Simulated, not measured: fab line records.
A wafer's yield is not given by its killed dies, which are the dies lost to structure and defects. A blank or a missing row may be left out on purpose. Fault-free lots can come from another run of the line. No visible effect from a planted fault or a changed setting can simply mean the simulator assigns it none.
The tool behind it: which one? | flow berkeley_cmos170 | 14 lots, 42 wafers sampled, at 6 steps of a route of 331

== WHAT EACH GAUGE READ, for each wafer ==
UCB170_M1_OVL_MEAS_10.
lot  | measured     | on         | M1_OVL (nm)
L175 | day 8 19:58  | overlay-02 | 2 12 -1
L178 | day 8 20:14  | overlay-02 | 10 5 5
L179 | day 10 06:11 | overlay-02 | -3 2 -5
L181 | day 10 06:26 | overlay-02 | 11 6 12
L180 | day 10 07:08 | overlay-01 | -4 5 -2
L186 | day 10 15:11 | overlay-01 | -3 4 -1
L184 | day 10 16:02 | overlay-02 | 4 0 4
L183 | day 10 17:04 | overlay-01 | -3 -4 -4
L188 | day 12 11:03 | overlay-01 | -6 -1 -3
L189 | day 12 14:13 | overlay-01 | -3 8 2
L190 | day 12 14:28 | overlay-01 | -3 2 0
L193 | day 12 21:16 | overlay-01 | 5 3 1
L195 | day 12 23:01 | overlay-01 | -9 -10 -10
L194 | day 12 22:18 | overlay-01 | -8 -10 -3

UCB170_M1_CD_MEAS_90: target cd 700 nm.
lot  | measured     | on        | cd_nm (nm)
L175 | day 8 20:16  | cd_sem-01 | 702.1 700.1 700.6
L178 | day 8 20:34  | cd_sem-02 | 699.2 694.4 703.2
L179 | day 10 06:31 | cd_sem-02 | 704.0 701.7 700.2
L181 | day 10 06:45 | cd_sem-02 | 700.9 698.0 698.4
L180 | day 10 07:27 | cd_sem-02 | 691.8 693.4 686.5
L186 | day 10 15:30 | cd_sem-01 | 699.4 701.1 698.9
L184 | day 10 16:22 | cd_sem-02 | 700.4 701.3 701.1
L183 | day 10 17:24 | cd_sem-02 | 689.2 689.7 697.9
L188 | day 12 11:23 | cd_sem-01 | 701.4 698.2 700.2
L189 | day 12 14:40 | cd_sem-01 | 700.4 700.7 699.6
L190 | day 12 14:47 | cd_sem-02 | 698.5 696.7 700.8
L193 | day 12 21:34 | cd_sem-02 | 697.7 699.2 699.5
L195 | day 12 23:21 | cd_sem-02 | 695.6 697.7 696.2
L194 | day 12 22:37 | cd_sem-01 | 701.2 701.0 700.2

== EACH LOT AND THE TOOL THAT RAN IT (in order: tool; ch and the chambers of the sampled wafers; start) ==
lot  | UCB170_NLDD_STRIP_10                 | UCB170_M1_ETCH_11                  | UCB170_M1_METAL_ETCH_12           | UCB170_M1_STRIP_13
L175 | plasma_asher-04 ch 0,1, day 7 20:40  | rie_diel-03 ch 0,1,3, day 8 20:00  | rie_metal-04 ch 0,1, day 8 20:02  | plasma_asher-04 ch 0,1, day 8 20:10
L178 | plasma_asher-04 ch 0,1, day 7 23:28  | rie_diel-02 ch 1,3, day 8 20:16    | rie_metal-01 ch 0,1, day 8 20:19  | plasma_asher-03 ch 1, day 8 20:27
L179 | plasma_asher-02 ch 0,1, day 9 10:34  | rie_diel-03 ch 0,1,2, day 10 06:13 | rie_metal-01 ch 0,1, day 10 06:17 | plasma_asher-03 ch 0,1, day 10 06:25
L181 | plasma_asher-04 ch 0,1, day 9 10:51  | rie_diel-02 ch 1,2, day 10 06:28   | rie_metal-02 ch 0,1, day 10 06:31 | plasma_asher-04 ch 0,1, day 10 06:39
L180 | plasma_asher-03 ch 0,1, day 9 11:31  | rie_diel-03 ch 0,1,2, day 10 07:10 | rie_metal-01 ch 0,1, day 10 07:13 | plasma_asher-04 ch 0,1, day 10 07:21
L186 | plasma_asher-02 ch 0,1, day 9 18:57  | rie_diel-04 ch 2,3, day 10 15:14   | rie_metal-04 ch 0,1, day 10 15:16 | plasma_asher-01 ch 0,1, day 10 15:24
L184 | plasma_asher-02 ch 0,1, day 9 19:15  | rie_diel-02 ch 0,1, day 10 16:04   | rie_metal-04 ch 0,1, day 10 16:07 | plasma_asher-01 ch 1, day 10 16:14
L183 | plasma_asher-03 ch 0,1, day 9 19:29  | rie_diel-02 ch 0,1, day 10 17:06   | rie_metal-01 ch 0,1, day 10 17:08 | plasma_asher-03 ch 0,1, day 10 17:17
L188 | plasma_asher-02 ch 0,1, day 11 03:28 | rie_diel-02 ch 0,1,3, day 12 11:05 | rie_metal-04 ch 0,1, day 12 11:07 | plasma_asher-01 ch 1, day 12 11:16
L189 | plasma_asher-04 ch 0,1, day 11 03:37 | rie_diel-04 ch 1,2,3, day 12 14:15 | rie_metal-02 ch 1, day 12 14:17   | plasma_asher-01 ch 0,1, day 12 14:34
L190 | plasma_asher-03 ch 0,1, day 11 03:46 | rie_diel-03 ch 0,1, day 12 14:29   | rie_metal-04 ch 0,1, day 12 14:32 | plasma_asher-03 ch 0,1, day 12 14:40
L193 | plasma_asher-02 ch 0,1, day 11 20:19 | rie_diel-04 ch 2,3, day 12 21:18   | rie_metal-02 ch 0,1, day 12 21:20 | plasma_asher-04 ch 0,1, day 12 21:28
L195 | plasma_asher-03 ch 0,1, day 11 20:55 | rie_diel-03 ch 0,1,2, day 12 23:02 | rie_metal-02 ch 0,1, day 12 23:05 | plasma_asher-01 ch 0,1, day 12 23:13
L194 | plasma_asher-02 ch 0,1, day 11 21:25 | rie_diel-03 ch 0,1,2, day 12 22:20 | rie_metal-04 ch 0,1, day 12 22:23 | plasma_asher-03 ch 0,1, day 12 22:31
- UCB170_NLDD_STRIP_10: strips in O2.
- UCB170_M1_ETCH_11: etches BARC in N2/H2.
- UCB170_M1_METAL_ETCH_12: etches Al in Cl2/BCl3, stops on PSG, target depth 780 nm, time 130 s.
- UCB170_M1_STRIP_13: strips in O2.

== AS READ BY THE TOOLS THEMSELVES (means over the sampled wafers that have a number; for cases with no such wafer, the mark the record gives instead) ==
UCB170_NLDD_STRIP_10.
lot  | tool            | drypump_motor_current_A (A) | oes_product_au (a.u.) | strip_time_to_endpoint_s (s)
L175 | plasma_asher-04 | 5.3                         | 0.733                 | 21.59
L178 | plasma_asher-04 | 5.3                         | 0.733                 | 21.56
L179 | plasma_asher-02 | 5.9                         | 0.735                 | 21.65
L181 | plasma_asher-04 | 5.3                         | 0.736                 | 21.64
L180 | plasma_asher-03 | 5.6                         | 0.736                 | 21.68
L186 | plasma_asher-02 | 5.9                         | 0.737                 | 21.65
L184 | plasma_asher-02 | 5.8                         | 0.735                 | 21.52
L183 | plasma_asher-03 | 5.8                         | 0.733                 | 21.60
L188 | plasma_asher-02 | 6.0                         | 0.739                 | 21.73
L189 | plasma_asher-04 | 5.3                         | 0.737                 | 21.64
L190 | plasma_asher-03 | 5.8                         | 0.733                 | 21.57
L193 | plasma_asher-02 | 5.8                         | 0.737                 | 21.64
L195 | plasma_asher-03 | 5.6                         | 0.739                 | 21.66
L194 | plasma_asher-02 | 5.9                         | 0.731                 | 21.61

UCB170_M1_ETCH_11.
lot  | tool        | drypump_motor_current_A (A) | oes_product_au (a.u.) | throttle_valve_pct (%)
L175 | rie_diel-03 | 5.9                         | 0.997                 | 13.25
L178 | rie_diel-02 | 6.6                         | 0.981                 | 13.26
L179 | rie_diel-03 | 5.5                         | 0.995                 | 13.18
L181 | rie_diel-02 | 6.3                         | 0.994                 | 13.40
L180 | rie_diel-03 | 5.5                         | 0.984                 | 13.19
L186 | rie_diel-04 | 5.8                         | 1.021                 | 13.20
L184 | rie_diel-02 | 6.3                         | 1.000                 | 13.37
L183 | rie_diel-02 | 6.1                         | 1.014                 | 13.39
L188 | rie_diel-02 | 6.3                         | 1.003                 | 13.29
L189 | rie_diel-04 | 5.8                         | 1.028                 | 13.25
L190 | rie_diel-03 | 5.5                         | 0.990                 | 13.33
L193 | rie_diel-04 | 5.7                         | 1.015                 | 13.20
L195 | rie_diel-03 | 5.5                         | 0.995                 | 13.20
L194 | rie_diel-03 | 5.6                         | 1.002                 | 13.19

UCB170_M1_METAL_ETCH_12.
lot  | tool         | drypump_motor_current_A (A) | mfc_cl2_sccm (sccm) | oes_product_au (a.u.) | throttle_valve_pct (%)
L175 | rie_metal-04 | 5.7                         | 89.98               | 0.853                 | 24.19
L178 | rie_metal-01 | 5.4                         | 90.12               | 0.846                 | 24.15
L179 | rie_metal-01 | 5.4                         | 89.94               | 0.852                 | 24.16
L181 | rie_metal-02 | 5.4                         | 90.11               | 0.853                 | 24.43
L180 | rie_metal-01 | 5.5                         | 90.05               | 0.726                 | 24.08
L186 | rie_metal-04 | 5.7                         | 90.15               | 0.839                 | 24.21
L184 | rie_metal-04 | 5.7                         | 89.88               | 0.836                 | 24.22
L183 | rie_metal-01 | 5.4                         | 90.17               | 0.743                 | 24.21
L188 | rie_metal-04 | 5.7                         | 89.89               | 0.842                 | 24.21
L189 | rie_metal-02 | 5.4                         | 89.91               | 0.833                 | 24.64
L190 | rie_metal-04 | 5.7                         | 89.96               | 0.838                 | 24.23
L193 | rie_metal-02 | 5.4                         | 90.05               | 0.862                 | 24.23
L195 | rie_metal-02 | 5.4                         | 90.15               | 0.861                 | 24.23
L194 | rie_metal-04 | 5.9                         | 89.76               | 0.846                 | 24.25

UCB170_M1_STRIP_13.
lot  | tool            | drypump_motor_current_A (A) | oes_product_au (a.u.)
L175 | plasma_asher-04 | 5.3                         | 0.722
L178 | plasma_asher-03 | 5.4                         | 0.719
L179 | plasma_asher-03 | 5.8                         | 0.723
L181 | plasma_asher-04 | 5.3                         | 0.720
L180 | plasma_asher-04 | 5.2                         | 0.616
L186 | plasma_asher-01 | 5.9                         | 0.717
L184 | plasma_asher-01 | 6.2                         | 0.715
L183 | plasma_asher-03 | 5.8                         | 0.613
L188 | plasma_asher-01 | 6.1                         | 0.717
L189 | plasma_asher-01 | 5.9                         | 0.723
L190 | plasma_asher-03 | 5.8                         | 0.722
L193 | plasma_asher-04 | 5.2                         | 0.723
L195 | plasma_asher-01 | 6.0                         | 0.721
L194 | plasma_asher-03 | 5.6                         | 0.721

== THE ANSWER, worked out from the rows above alone ==
Rule: usual is defined by the lots themselves. Put in order of their means at a reading, lots are off if they are a third of the lots or fewer, leave a main group of 4 or more, and stand apart from it by a gap of 3 or more times the standard deviation of the main group's means; of several such gaps the widest counts. The tables above print the reading to a certain number of digits; a main group whose means all agree to those digits is not used. Also off: a lot with no number at a reading for which 4 or more lots have one. Any other lot the step has rows for is counted as sound. After the gauges, taken in route order, come the tools' own readings; for these a lot's mean is taken, as printed above. At the first step where some lot is off, the reading lying furthest off is the one used; lots without a number count as furthest.
Off: L180, L183 (UCB170_M1_CD_MEAS_90, cd_nm). For the main group the mean is 699.7 nm and the standard deviation 1.4.
A tool fits if, at a process step before that reading, it ran every lot that is off, and no sound lot after the first of them. Not tried: the gauges at UCB170_M1_CD_MEAS_90; whatever is off there is also off at UCB170_M1_METAL_ETCH_12, on other tools, and gauge error can't account for it. One fits: UCB170_M1_METAL_ETCH_12 on rie_metal-01. A fault onset in the window from L179 (day 10 06:17, its last sound lot) to L180 (day 10 07:13, its first lot off) fits.
The tool's own readings at UCB170_M1_METAL_ETCH_12 bear it out: on the lots that are off they differ by more than 5 times the standard deviation of the sound lots' means. oes_product_au reads 0.734 a.u. there against 0.847 a.u. on the sound lots.

== WHAT THE SIMULATOR HAD INSERTED ==
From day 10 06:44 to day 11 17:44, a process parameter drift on rie_metal-01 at UCB170_M1_METAL_ETCH_12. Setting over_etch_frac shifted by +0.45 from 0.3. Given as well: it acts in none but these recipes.
Shown lots that were struck: L180, L183. The rule above found the same.
